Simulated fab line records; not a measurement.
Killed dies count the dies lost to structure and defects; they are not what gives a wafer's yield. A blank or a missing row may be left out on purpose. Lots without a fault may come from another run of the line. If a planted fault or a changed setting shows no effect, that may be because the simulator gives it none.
A struck lot beside a sound one :: flow rit-cmos :: 43 out of 202 route steps
Sound: wafers L391.2, L391.3, L391.5. Wafers struck: L397.3, L397.4, L397.6. At the end, the cause is stated.
For every step that has rows: the tool of each side, followed by ch and its chambers, followed by its first start. Under that, the readings that differ: sound wafers :: struck wafers :: difference of the means :: sigmas: that difference in standard deviations of wafers without a fault.
alike: same words and numbers on both sides, and readings whose means sit less than 2 such deviations apart. not compared: any withheld reading, any reading some wafer has no value for, any bound like >300 that may hide the same value, and any number with overlapping values for which the record gives no deviation.
The two part at a step that has a row with sigmas, a row that says differs or no value, or rows on one side only. Numbers that don't overlap but have no deviation are shown without sigmas and don't part them. A reading that every wafer of one side lacks parts them only if that side has two wafers or more.

first, 2 steps without rows for these wafers: RIT_SDANNEAL_CLEAN_02 (cleans in SC2, time 600 s); RIT_SDANNEAL_RTA_03 (time 5 s).
RIT_SDANNEAL_RS_MEAS_04: uses a four-point probe to measure.
  struck on film-metro-01, day 5 08:56; sound on film-metro-02, day 4 03:36
reading: PSD_RS (ohm/sq)
sound: 115.43 115.64 115.60
struck: 116.05 116.09 116.36
difference: +0.61
sigmas: +2
RIT_SDANNEAL_RS_MEAS_05: uses a four-point probe to measure.
  struck on film-metro-01, day 5 09:04; sound on film-metro-02, day 4 03:43
  alike: NSD_RS
RIT_SDANNEAL_RS_MEAS_06: uses a four-point probe to measure.
  struck on film-metro-01, day 5 09:11; sound on film-metro-02, day 4 03:50
  alike: PLDD_RS
RIT_SDANNEAL_RS_MEAS_07: uses a four-point probe to measure.
  struck on film-metro-01, day 5 09:18; sound on film-metro-02, day 4 03:58
  alike: NLDD_RS
then, 1 step without rows for these wafers: RIT_SILICIDE_WET_ETCH_00 (etches SiO2 in BOE, target depth 14 nm, time 15 s).
RIT_SILICIDE_SPUTTER_01: material Ti, target thk 30 nm, time 240 s.
  struck on pvd-sputter-01, day 5 09:23; sound on pvd-sputter-01, day 4 04:04
  alike: throttle-valve-pct
RIT_SILICIDE_RS_MEAS_02: uses a four-point probe to measure.
  struck on film-metro-04, day 5 09:35; sound on film-metro-02, day 4 04:14
  alike: SILICIDE_TI_RS
RIT_SILICIDE_THK_MEAS_03: measures by xrf.
  struck on film-metro-04, day 5 09:41; sound on film-metro-02, day 4 04:21
  alike: SILICIDE_TI_THK
then, 2 steps without rows for these wafers: RIT_SILICIDE_RTA_04 (time 10 s, ramp up 5 s, ramp down 5 s); RIT_SILICIDE_WET_ETCH_05 (etches Ti in SPM, time 120 s).
RIT_SILICIDE_RTA_06: time 10 s, ramp up 5 s, ramp down 10 s.
  sound on rtp-anneal-01 ch 0, day 4 04:32; struck on rtp-anneal-01 ch 0, day 5 09:51
  alike: wafer_temp_C_max
RIT_CONTACT_CVD_00: deposits SiO2 from TEOS, target thk 400 nm, time 61 s.
  sound on pecvd-02 ch 0,1,2, day 4 04:35; struck on pecvd-02 ch 0,1, day 5 09:53
  alike: heater-power-w
RIT_CONTACT_THK_MEAS_01:
  struck on film-metro-03, day 5 09:58; sound on film-metro-01, day 4 04:38
  alike: CONTACT_TEOS_THK
then, 6 steps without rows for these wafers: RIT_CONTACT_HMDS_02 (prime time 60 s); RIT_CONTACT_COAT_03 (resist thk 1000 nm); RIT_CONTACT_SOFTBAKE_04 (time 60 s); RIT_CONTACT_EXPOSE_05 (exposes mask M11, target cd 1000 nm); RIT_CONTACT_PEB_06; RIT_CONTACT_DEVELOP_07 (develop time 120 s).
RIT_CONTACT_CD_MEAS_08 targets a cd of 1000 nm.
  struck on cd-sem-01, day 5 11:01; sound on cd-sem-01, day 4 05:41
  alike: cd-nm
RIT_CONTACT_OVL_MEAS_09:
  struck on overlay-02, day 5 11:06; sound on overlay-01, day 4 05:47
  alike: CONTACT_OVL
then, 1 step without rows for these wafers: RIT_CONTACT_HARDBAKE_10 (time 60 s).
RIT_CONTACT_ETCH_11: etches SiO2 in CHF3/CF4/Ar, stops on TiSi2, target depth 480 nm, time 320 s.
  sound on rie-diel-04 ch 0,1,3, day 4 06:05; struck on rie-diel-04 ch 0,3, day 5 11:17
  alike: drypump-motor-current-A, oes-product-au, throttle-valve-pct
  not compared: rf-hours-counter-h
RIT_CONTACT_STRIP_12: strips in O2, time 180 s.
  sound on plasma-asher-01 ch 0,1, day 4 06:16; struck on plasma-asher-04 ch 0,1, day 5 11:32
  alike: drypump-motor-current-A
  not compared: rf-hours-counter-h
RIT_CONTACT_CD_MEAS_90 targets a cd of 1000 nm.
  struck on cd-sem-02, day 5 11:41; sound on cd-sem-02, day 4 06:28
  alike: cd-nm
then, 3 steps without rows for these wafers: RIT_CONTACT_CLEAN_13 (cleans in SC1, time 600 s); RIT_CONTACT_CLEAN_14 (cleans in SC2, time 600 s); RIT_M1_SPUTTER_00 (material Al, target thk 400 nm, time 500 s).
RIT_M1_RS_MEAS_01: uses a four-point probe to measure.
  struck on film-metro-01, day 5 12:28; sound on film-metro-02, day 4 07:14
reading: M1_AL_RS (ohm/sq)
sound: 0.0730 0.0723 0.0722
struck: 0.0755 0.0746 0.0747
difference: +0.0024
sigmas: +2
RIT_M1_THK_MEAS_02: measures by xrf.
  struck on film-metro-01, day 5 12:34; sound on film-metro-02, day 4 07:20
  alike: M1_AL_THK
then, 6 steps without rows for these wafers: RIT_M1_HMDS_03 (prime time 60 s); RIT_M1_COAT_04 (resist thk 1300 nm); RIT_M1_SOFTBAKE_05 (time 60 s); RIT_M1_EXPOSE_06 (exposes mask M12, target cd 2600 nm); RIT_M1_PEB_07; RIT_M1_DEVELOP_08 (develop time 68 s).
RIT_M1_CD_MEAS_09 targets a cd of 2600 nm.
  struck on cd-sem-01, day 5 13:40; sound on cd-sem-01, day 4 08:25
  alike: cd-nm
RIT_M1_OVL_MEAS_10:
  struck on overlay-02, day 5 13:45; sound on overlay-01, day 4 08:31
  alike: M1_OVL
then, 1 step without rows for these wafers: RIT_M1_HARDBAKE_11 (time 120 s).
RIT_M1_METAL_ETCH_12: etches Al in Cl2/BCl3, stops on SiO2, time 165 s, target depth 600 nm.
  sound on rie-metal-02 ch 1, day 4 08:48; struck on rie-metal-02 ch 0,1, day 5 14:05
  alike: bcl3-flow-sccm, drypump-motor-current-A, oes-product-au, throttle-valve-pct
  not compared: rf-hours-counter-h
RIT_M1_PROBE_99:
  struck on prober-01, day 5 16:23; sound on prober-01, day 4 11:07
reading: model.etest.npoly-sal.rs-ohm-sq
sound: 4.436 4.365 4.443
struck: 3.97 3.997 4.027
difference: -0.42
sigmas: 

reading: model.etest.pplus-sal.rs-ohm-sq
sound: 4.382 4.375 4.415
struck: 3.984 3.967 3.973
difference: -0.416
sigmas: 

reading: model.etest.ppoly-sal.rs-ohm-sq
sound: 4.404 4.378 4.406
struck: 3.943 3.954 3.948
difference: -0.448
sigmas: 

reading: model.etest.nplus-sal.rs-ohm-sq
sound: 4.371 4.335 4.391
struck: 3.961 3.914 3.973
difference: -0.416
sigmas: 

reading: model.etest.nplus-sal.line-ohm-um
sound: 1.272 1.274 1.279
struck: 1.162 1.144 1.147
difference: -0.124
sigmas: 

reading: model.etest.pplus-sal.line-ohm-um
sound: 1.278 1.282 1.279
struck: 1.154 1.147 1.132
difference: -0.135
sigmas: 

reading: model.etest.contact-nplus.rc-ohm
sound: 1.423 1.344 1.389
struck: 1.31 1.294 1.312
difference: -0.08
sigmas: 
  alike: killed-at-contacts, killed-at-front-end, killed-dies, killed-open, killed-short
  not compared: model.etest.contact-pplus.rc-ohm

WHERE THEY PART
At RIT_SDANNEAL_RS_MEAS_04 first; at RIT_M1_RS_MEAS_01 last (within this record only). Later steps at which nothing parts them and some readings are alike: RIT_M1_THK_MEAS_02, RIT_M1_CD_MEAS_09, RIT_M1_OVL_MEAS_10, RIT_M1_METAL_ETCH_12, RIT_M1_PROBE_99.

WHY: the cause the simulator had injected
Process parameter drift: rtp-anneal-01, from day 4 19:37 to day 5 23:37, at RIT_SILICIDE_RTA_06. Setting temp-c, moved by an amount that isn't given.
